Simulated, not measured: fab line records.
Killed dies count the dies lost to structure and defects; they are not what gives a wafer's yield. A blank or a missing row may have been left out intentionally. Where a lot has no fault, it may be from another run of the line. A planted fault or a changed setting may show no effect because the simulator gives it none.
Lot-split experiment | flow berkeley_cmos170 | 5 lots, 23 wafers read, on a route of 331 steps

## SPLIT DETAILS
At UCB170_M1_PEB_07, the setting peb_temp_c was moved away from the recipe's 130 C on 9 of the 23 wafers read, by -2.2% to +1.8%. This setting was run at the recipe's value on the other wafers.

## FROM THE SPLIT TO THE READING: what the file shows between them, 5 steps
- UCB170_M1_DEVELOP_08: develop time 45 s
- UCB170_M1_CD_MEAS_09: target cd 700 nm
- UCB170_M1_ETCH_11: etches BARC in N2/H2
- UCB170_M1_METAL_ETCH_12: etches Al in Cl2/BCl3, stops on PSG, target depth 780 nm, time 130 s
- UCB170_M1_STRIP_13: strips in O2

## THE READING
Shown in nm: cd_nm at UCB170_M1_CD_MEAS_90, with target cd 700 nm. On this fab line, fault-free wafers typically give 701 nm with a standard deviation of 3.1 nm.

wafer  | tool, chamber at the split | peb_temp_c as run, C | against the recipe | cd_nm, nm | against lot-mates on the recipe
L075.1 | litho_track-03, 0          | 128.2                | -1.4%              | 712       | +12
L075.2 | litho_track-03, 0          | 130                  | recipe             | 699       | -
L075.3 | litho_track-03, 0          | 130                  | recipe             | 701       | -
L075.4 | litho_track-03, 0          | 130                  | recipe             | 700       | -
L075.5 | litho_track-03, 0          | 128.2                | -1.4%              | 714       | +14
L076.1 | litho_track-04, 0          | 127.2                | -2.2%              | 726       | +22
L076.2 | litho_track-04, 0          | 130                  | recipe             | 705       | -
L076.3 | litho_track-04, 0          | 127.2                | -2.2%              | 723       | +19
L076.4 | litho_track-04, 0          | 130                  | recipe             | 705       | -
L076.6 | litho_track-04, 0          | 130                  | recipe             | 702       | -
L079.1 | litho_track-04, 0          | 130                  | recipe             | 699       | -
L079.2 | litho_track-04, 0          | 132.4                | +1.8%              | 688       | -12
L079.4 | litho_track-04, 0          | 130                  | recipe             | 701       | -
L079.5 | litho_track-04, 0          | 130                  | recipe             | 701       | -
L079.6 | litho_track-04, 0          | 132.4                | +1.8%              | 686       | -14
L078.2 | litho_track-01, 0          | 130                  | recipe             | 703       | -
L078.4 | litho_track-01, 0          | 130                  | recipe             | 708       | -
L078.5 | litho_track-01, 0          | 130                  | recipe             | 703       | -
L082.1 | litho_track-04, 0          | 128.9                | -0.8%              | 705       | +6
L082.2 | litho_track-04, 0          | 130                  | recipe             | 697       | -
L082.3 | litho_track-04, 0          | 128.9                | -0.8%              | 707       | +8
L082.4 | litho_track-04, 0          | 130                  | recipe             | 702       | -
L082.6 | litho_track-04, 0          | 128.9                | -0.8%              | 703       | +4

THE FIT
A straight line over all 23 wafers: cd_nm changes by -8.71 nm for each +1% of peb_temp_c; r = -0.94; the points scatter about the line by 3.2 nm.
The same after taking each lot's own level away (the mean of its wafers on the recipe; 23 wafers): -8.41 nm for each +1%; r = -0.97; scatter 2 nm.
Per that fit: largest peb_temp_c move, reading shift of 18 nm.
The lots' own levels span 699.5 to 704.7 nm, that is 1.7 times the standard deviation above.
The two slopes are in agreement: the lot-to-lot level therefore moves the slope only a little.
Check: for one of the wafers moved furthest among these (-2.2%), held out of the fit, the line's prediction against its lot-mates is +17.4 nm. Against them it came out at +22 nm.

## ADDITIONAL SPLITS CARRIED BY THESE WAFERS
Before the reading, these wafers also passed through other splits. Each is held against what the fit with the lots' levels taken away leaves over:
other split on the same wafers   | wafers away from the commonest value | r with cd_nm (lot level and that fit taken away)
UCB170_BACKSIDE_STRIP_03 power_w | 5                                    | -0.04
UCB170_M1_SPUTTER_00 power_w     | 8                                    | +0.04

## THE WHOLE CHAIN: every reading that the file lists as answering this split, in the file's order
step                    | what it does                                                         | reading                                                   | change (the file's fit)              | r (the file's)
UCB170_M1_CD_MEAS_09    | target cd 700 nm                                                     | cd_nm                                                     | -8.9 nm for each +1% of the setting  | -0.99
UCB170_M1_ETCH_11       | etches BARC in N2/H2                                                 | M1.cd_nm (the simulator's own value, which no gauge read) | -8.91 nm for each +1% of the setting | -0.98
UCB170_M1_METAL_ETCH_12 | etches Al in Cl2/BCl3, stops on PSG, target depth 780 nm, time 130 s | M1.cd_nm (the simulator's own value, which no gauge read) | -8.63 nm for each +1% of the setting | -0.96
UCB170_M1_CD_MEAS_90    | target cd 700 nm                                                     | cd_nm                                                     | -8.6 nm for each +1% of the setting  | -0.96

## THE FILE'S OWN FIT
cd_nm changes by -8.6 nm for each +1% of peb_temp_c, r = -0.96.
